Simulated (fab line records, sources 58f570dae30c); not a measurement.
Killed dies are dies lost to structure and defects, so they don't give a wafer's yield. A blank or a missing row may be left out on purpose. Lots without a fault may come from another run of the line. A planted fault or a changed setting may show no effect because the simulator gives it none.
One fault seen from 2 desks | flow berkeley_cmos170 | each desk has only its own numbers; what lay behind them comes last

THE METROLOGY DESK
What the gauges read, lot by lot, whatever tool the lot ran on: means of the sampled wafers that have a number. A lot is out of limits, marked OUT, if its mean lies more than 4 standard deviations from the usual mean; the brackets give that distance.
Columns: A = SILICIDE_TI_THK at UCB170_SILICIDE_THK_MEAS_03, usual 30.4 nm; B = cd_nm at UCB170_M1_CD_MEAS_90, usual 701 nm
lot  | first seen here | A    | B
L468 | day 8 07:17     | 30.5 | 699
L472 | day 9 08:46     | 30.7 | 696
L471 | day 9 08:56     | 29.9 | 702
L473 | day 10 01:12    | 30.3 | 701
L474 | day 10 01:20    | 30.1 | 701
L475 | day 10 16:26    | 30.7 | 696
L477 | day 10 16:41    | 30.3 | 702
L480 | day 11 14:34    | 30.4 | 701
L478 | day 11 14:51    | 30.2 | 705
L484 | day 12 05:24    | 30.4 | 712
L486 | day 12 17:10    | 30.4 | 715
L487 | day 12 23:54    | 31.0 | 701
L491 | day 13 09:24    | 30.4 | 703
L489 | day 13 09:52    | 29.9 | 702
This desk's finding: nothing out of limits on any of the 14 lots.

THE TOOL OWNER'S DESK: rie_metal-02
The tool's own readings at UCB170_M1_METAL_ETCH_12 (etches Al in Cl2/BCl3, stops on PSG, target depth 780 nm, time 130 s): means of the sampled wafers that have a number, for each lot that ran on this tool. A lot is out of limits, marked OUT, if its mean lies more than 4 standard deviations from the usual mean; the brackets give that distance.
Columns: A = bias_w at UCB170_M1_METAL_ETCH_12, usual 120.0 W; B = chamber_pressure_mTorr at UCB170_M1_METAL_ETCH_12, usual 12.000 mTorr; C = drypump_motor_current_A at UCB170_M1_METAL_ETCH_12, usual 5.6 A; D = oes_product_au at UCB170_M1_METAL_ETCH_12, usual 0.851 a.u.; E = rf_fwd_power_W at UCB170_M1_METAL_ETCH_12, usual 596.9 W; F = throttle_valve_pct at UCB170_M1_METAL_ETCH_12, usual 24.5 %
lot  | first seen here | A     | B      | C   | D                | E                       | F
L471 | day 9 15:11     | 119.9 | 12.001 | 5.8 | 0.850            | 597.8                   | 24.6
L475 | day 10 23:41    | 119.6 | 12.002 | 6.2 | 0.842            | 597.2                   | 24.4
L478 | day 11 22:08    | 120.3 | 12.000 | 5.5 | 0.863            | 597.1                   | 24.7
L484 | day 12 15:29    | 119.9 | 11.994 | 6.2 | 0.758 (-6.6) OUT | 357.7 (-99 or more) OUT | 24.5
L486 | day 13 01:32    | 119.8 | 11.997 | 6.2 | 0.768 (-5.9) OUT | 356.0 (-99 or more) OUT | 24.5
This desk's finding: out of limits on L484, L486; first on L484, day 12 15:29 (oes_product_au at UCB170_M1_METAL_ETCH_12). In limits: L471, L475, L478.

PUT TOGETHER
The tool owner's desk could have raised an alarm at day 12 15:29, on L484, L486.
The metrology desk saw nothing out of limits.
The metrology desk has L484, L486 on record, within its limits.
Of the lots named, all ran UCB170_M1_METAL_ETCH_12 on rie_metal-02.

WHAT THE SIMULATOR HAD PUT IN
Process parameter drift: rie_metal-02, from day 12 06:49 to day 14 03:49, at UCB170_M1_METAL_ETCH_12. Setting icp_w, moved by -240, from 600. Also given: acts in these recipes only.
Lots struck among those shown: L484, L486.
Hours from the fault's start to each desk's first reading out of limits: the tool owner's desk, 9.
